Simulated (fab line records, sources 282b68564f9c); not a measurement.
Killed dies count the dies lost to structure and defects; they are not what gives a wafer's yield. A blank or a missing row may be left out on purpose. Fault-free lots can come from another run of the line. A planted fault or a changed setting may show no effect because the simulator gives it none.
Which tool did it?    flow ritCmos    15 lots, 45 wafers sampled, at 3 steps of a route of 202

## WHAT THE GAUGES READ, wafer by wafer
RIT_SPACER_THK_MEAS_04. Usual: for SPACER_NITRIDE_THK the level is 249.4 nm and the standard deviation is 2.3.
lot   measured     on            SPACER_NITRIDE_THK (nm)  flag
L122  day 3 06:51  filmMetro-04  249.6 247.8 247.1        
L124  day 3 13:08  filmMetro-03  248.7 246.1 247.6        
L125  day 3 18:32  filmMetro-01  249.6 251.1 252.2        
L126  day 3 23:55  filmMetro-04  249.3 249.3 249.1        
L127  day 4 06:31  filmMetro-01  250.7 248.4 250.9        
L128  day 4 15:34  filmMetro-03  247.4 244.8 247.8        
L130  day 4 23:27  filmMetro-01  248.3 246.7 246.5        
L132  day 5 07:59  filmMetro-01  248.3 247.6 248.8        
L134  day 5 15:25  filmMetro-04  247.8 247.1 248.7        
L135  day 5 19:22  filmMetro-03  246.5 248.2 248.2        
L136  day 6 01:31  filmMetro-01  251.2 252.8 251.4        
L139  day 6 15:13  filmMetro-03  248.7 249.8 250.7        
L140  day 6 19:56  filmMetro-01  251.9 250.1 250.3        
L142  day 7 07:38  filmMetro-04  247.0 248.5 251.1        
L144  day 7 16:13  filmMetro-04  248.2 250.2 250.1        

RIT_NSD_OVL_MEAS_06. Usual: for NSD_OVL the level is 0.4 nm and the standard deviation is 1.2.
lot   measured     on          NSD_OVL (nm)   flag
L122  day 3 08:02  overlay-01  2.3 1.9 0.4    
L124  day 3 14:11  overlay-01  1.5 1.5 2.8    
L125  day 3 19:36  overlay-01  0.2 0.8 0.9    
L126  day 4 00:58  overlay-01  1.4 -0.1 -0.2  
L127  day 4 07:41  overlay-02  0.5 2.2 -1.5   
L128  day 4 16:38  overlay-02  -1.0 -1.1 0.2  
L130  day 5 00:38  overlay-01  1.8 1.5 2.2    
L132  day 5 09:02  overlay-02  0.5 1.1 -0.1   
L134  day 5 16:46  overlay-02  1.3 0.6 1.4    
L135  day 5 20:32  overlay-02  -0.2 2.2 2.1   
L136  day 6 02:42  overlay-01  0.8 -1.7 -3.0  
L139  day 6 16:52  overlay-02  3.5 1.4 -0.6   
L140  day 6 21:07  overlay-01  0.0 0.4 0.8    
L142  day 7 08:53  overlay-02  0.4 0.0 0.8    
L144  day 7 17:27  overlay-02  1.9 -0.3 0.1   

## TOOL THAT RAN EACH LOT (tool first, then ch and the chambers of the sampled wafers, then the start)
lot   RIT_NLDD_SOFTBAKE_02
L122  lithoTrack-04 ch 0, day 3 00:41
L124  lithoTrack-04 ch 0, day 3 08:17
L125  lithoTrack-03 ch 0, day 3 13:32
L126  lithoTrack-01 ch 0, day 3 19:04
L127  lithoTrack-04 ch 0, day 4 00:28
L128  lithoTrack-03 ch 0, day 4 09:41
L130  lithoTrack-01 ch 0, day 4 18:11
L132  lithoTrack-04 ch 0, day 5 02:38
L134  lithoTrack-04 ch 0, day 5 10:26
L135  lithoTrack-03 ch 0, day 5 14:24
L136  lithoTrack-04 ch 0, day 5 20:23
L139  lithoTrack-01 ch 0, day 6 10:07
L140  lithoTrack-03 ch 0, day 6 15:06
L142  lithoTrack-04 ch 0, day 7 02:34
L144  lithoTrack-03 ch 0, day 7 11:16
- RIT_NLDD_SOFTBAKE_02: time 62.36 s.

## AS READ BY THE TOOLS THEMSELVES (means over the sampled wafers that have a number; for cases with no such wafer, the mark the record gives instead)
RIT_NLDD_SOFTBAKE_02. Usual: plateSensorTCentreC 90.968 C, standard deviation 0.0099; plateSensorTEdgeC 91.021 C, standard deviation 0.0097.
lot   tool           plateSensorTCentreC (C)  plateSensorTEdgeC (C)  flag
L122  lithoTrack-04  90.965                   91.016                 
L124  lithoTrack-04  90.957                   91.027                 
L125  lithoTrack-03  90.981                   91.024                 
L126  lithoTrack-01  90.970                   91.014                 
L127  lithoTrack-04  90.974                   91.023                 
L128  lithoTrack-03  90.966                   91.022                 
L130  lithoTrack-01  90.970                   91.022                 
L132  lithoTrack-04  90.968                   91.029                 
L134  lithoTrack-04  90.978                   91.027                 
L135  lithoTrack-03  90.967                   91.017                 
L136  lithoTrack-04  90.958                   91.031                 
L139  lithoTrack-01  90.969                   91.023                 
L140  lithoTrack-03  90.966                   91.012                 
L142  lithoTrack-04  90.960                   91.019                 
L144  lithoTrack-03  90.973                   91.025                 

## THE ANSWER, worked out from the rows above alone
Rule: a lot counts as off when the mean over its wafers that have a number is more than 3 standard deviations away from the usual mean. Also off: a lot with no number at a reading for which 4 or more lots have one. Any other lot the step has rows for is counted as sound. The gauges are gone through in route order, then the tools' own readings, and for those a lot's mean is taken as printed above. At the first step where some lot is off, the reading lying furthest off is the one used; lots without a number count as furthest.
No lot is off at any reading shown: from this, nothing can be told.

## WHAT WAS PUT IN BY THE SIMULATOR
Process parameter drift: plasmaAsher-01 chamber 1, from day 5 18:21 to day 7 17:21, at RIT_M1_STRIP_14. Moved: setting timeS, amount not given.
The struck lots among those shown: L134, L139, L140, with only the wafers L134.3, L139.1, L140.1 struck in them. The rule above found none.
